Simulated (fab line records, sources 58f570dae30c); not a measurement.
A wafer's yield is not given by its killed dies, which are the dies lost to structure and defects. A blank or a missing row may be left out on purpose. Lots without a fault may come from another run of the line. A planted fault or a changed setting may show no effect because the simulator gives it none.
Split-lot experiment	flow berkeley_cmos170	23 wafers read across 5 lots, on a route 331 steps long

## THE SPLIT
At UCB170_NLDD_IMPLANT_09, the setting energy_kev was moved away from the recipe's 30 on 9 of the 23 wafers read, by -5.3% to +1.6%. This setting was run at the recipe's value on the other wafers.

The reading is taken at the split's own step.

## THE READING
In nm, at UCB170_NLDD_IMPLANT_09: implant.drp_nm, which is the simulator's own figure and was read by no gauge. No usual value for it is given in the file.

wafer	tool, chamber at the split	energy_kev as run	against the recipe	implant.drp_nm, nm	against lot-mates on the recipe
L074.1	implanter-03, 0	30.49	+1.6%	9.725	+0.114
L074.2	implanter-03, 0	30.49	+1.6%	9.725	+0.114
L074.6	implanter-03, 0	30.49	+1.6%	9.725	+0.114
L074.3	implanter-03, 0	30	recipe	9.611	-
L074.5	implanter-03, 0	30	recipe	9.611	-
L076.2	implanter-03, 0	30	recipe	9.611	-
L076.3	implanter-03, 0	30	recipe	9.611	-
L076.4	implanter-03, 0	30	recipe	9.611	-
L076.5	implanter-03, 0	30	recipe	9.611	-
L076.6	implanter-03, 0	30	recipe	9.611	-
L084.1	implanter-02, 0	30	recipe	9.611	-
L084.3	implanter-02, 0	30	recipe	9.611	-
L084.6	implanter-02, 0	30	recipe	9.611	-
L083.1	implanter-01, 0	28.41	-5.3%	9.238	-0.373
L083.4	implanter-01, 0	28.41	-5.3%	9.238	-0.373
L083.6	implanter-01, 0	28.41	-5.3%	9.238	-0.373
L083.3	implanter-01, 0	30	recipe	9.611	-
L083.5	implanter-01, 0	30	recipe	9.611	-
L085.1	implanter-03, 0	29.01	-3.3%	9.379	-0.232
L085.4	implanter-03, 0	29.01	-3.3%	9.379	-0.232
L085.5	implanter-03, 0	29.01	-3.3%	9.379	-0.232
L085.2	implanter-03, 0	30	recipe	9.611	-
L085.6	implanter-03, 0	30	recipe	9.611	-

FIT RESULTS
A straight line over all 23 wafers: implant.drp_nm changes by +0.0703 nm for each +1% of energy_kev; r = +1.00; the points scatter about the line by 0.0003 nm.
The same after taking each lot's own level away (the mean of its wafers on the recipe; 23 wafers): +0.0703 nm for each +1%; r = +1.00; scatter 0.0003 nm.
On that fit, the largest move of energy_kev shifts the reading by 0.37 nm.
The lots' own levels span 9.6110 to 9.6110 nm.
Consequently the slope shifts little with the lot-to-lot level, the two slopes agreeing.
Check: for one of the wafers moved furthest among these (-5.3%), held out of the fit, the line's prediction against its lot-mates is -0.373 nm. It came out at -0.373 nm against them.

## ADDITIONAL SPLITS CARRIED BY THESE WAFERS
Note: prior to the reading, these wafers also went through further splits. Each is held against what the fit with the lots' levels taken away leaves over:
other split on the same wafers	wafers away from the commonest value	r with implant.drp_nm (lot level and that fit taken away)
UCB170_PLDD_EXPOSE_03 dose_mj	7	-0.03

## THE WHOLE CHAIN: every reading that the file lists as answering this split, in the file's order
step	what it does	reading	change (the file's fit)	r (the file's)
UCB170_NLDD_IMPLANT_09		implant.rp_nm (the simulator's own value, which no gauge read)	+0.162 nm for each +1% of the setting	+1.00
UCB170_NLDD_IMPLANT_09		implant.drp_nm (the simulator's own value, which no gauge read)	+0.0702 nm for each +1% of the setting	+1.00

## THE FILE'S OWN FIT
implant.drp_nm changes by +0.0702 nm for each +1% of energy_kev, r = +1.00.
